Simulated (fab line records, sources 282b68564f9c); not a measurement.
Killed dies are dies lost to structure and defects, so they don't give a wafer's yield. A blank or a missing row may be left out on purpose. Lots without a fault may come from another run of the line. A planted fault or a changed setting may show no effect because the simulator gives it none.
Which tool did it? | flow rit_cmos | 7 lots, 21 wafers sampled, at 2 steps of a route of 202

WHAT THE GAUGES READ, wafer by wafer
RIT_ACTIVE_CD_MEAS_90: target cd 1400 nm.
lot  | measured    | on        | cd_nm (nm)
L126 | day 1 20:28 | cd_sem-02 | 1398.5 1401.0 1399.4
L129 | day 2 11:12 | cd_sem-01 | 1400.0 1402.4 1399.8
L135 | day 3 17:50 | cd_sem-01 | - - -
L137 | day 4 03:02 | cd_sem-01 | 1395.6 1397.7 1397.9
L139 | day 4 13:01 | cd_sem-01 | 1398.2 1397.1 1396.1
L146 | day 6 01:34 | cd_sem-02 | 1395.1 1394.1 1396.4
L148 | day 6 10:11 | cd_sem-01 | 1400.6 1400.2 1398.6

WHICH TOOL RAN EACH LOT (tool, then ch and the chambers of the sampled wafers, then the start)
lot  | RIT_ACTIVE_ETCH_13
L126 | rie_diel-02 ch 0,1,2, day 1 20:07
L129 | rie_diel-01 ch 0,1,3, day 2 10:50
L135 | rie_diel-04 ch 0,2, day 3 17:31
L137 | rie_diel-01 ch 0,3, day 4 02:43
L139 | rie_diel-02 ch 0,2,3, day 4 12:43
L146 | rie_diel-02 ch 1,2,3, day 6 01:16
L148 | rie_diel-04 ch 1,3, day 6 09:50
- RIT_ACTIVE_ETCH_13: etches Si3N4 in SF6, stops on SiO2, time 210 s, target depth 210 nm.

THE ANSWER, worked out from the rows above alone
Rule: what is usual is taken from the lots themselves. Put in order of their means at a reading, lots are off if they are a third of the lots or fewer, leave a main group of 4 or more, and stand apart from it by a gap of 3 or more times the standard deviation of the main group's means; of several such gaps the widest counts. A main group whose means are all the same, to the digits that the tables above print for the reading, isn't used. A lot without any number at a reading at which 4 lots or more have one is off too. The other lots that the step has rows for count as sound.
Off: L135, at RIT_ACTIVE_CD_MEAS_90 (cd_nm). Without a number there: L135. The main group: mean 1398.3 nm, standard deviation 1.9.
A tool fits if, at a process step before that reading, it ran every lot that is off, and no sound lot after the first of them. The gauges at RIT_ACTIVE_CD_MEAS_90 are tried like those tools. None of those tried fits.

WHAT THE SIMULATOR HAD PUT IN
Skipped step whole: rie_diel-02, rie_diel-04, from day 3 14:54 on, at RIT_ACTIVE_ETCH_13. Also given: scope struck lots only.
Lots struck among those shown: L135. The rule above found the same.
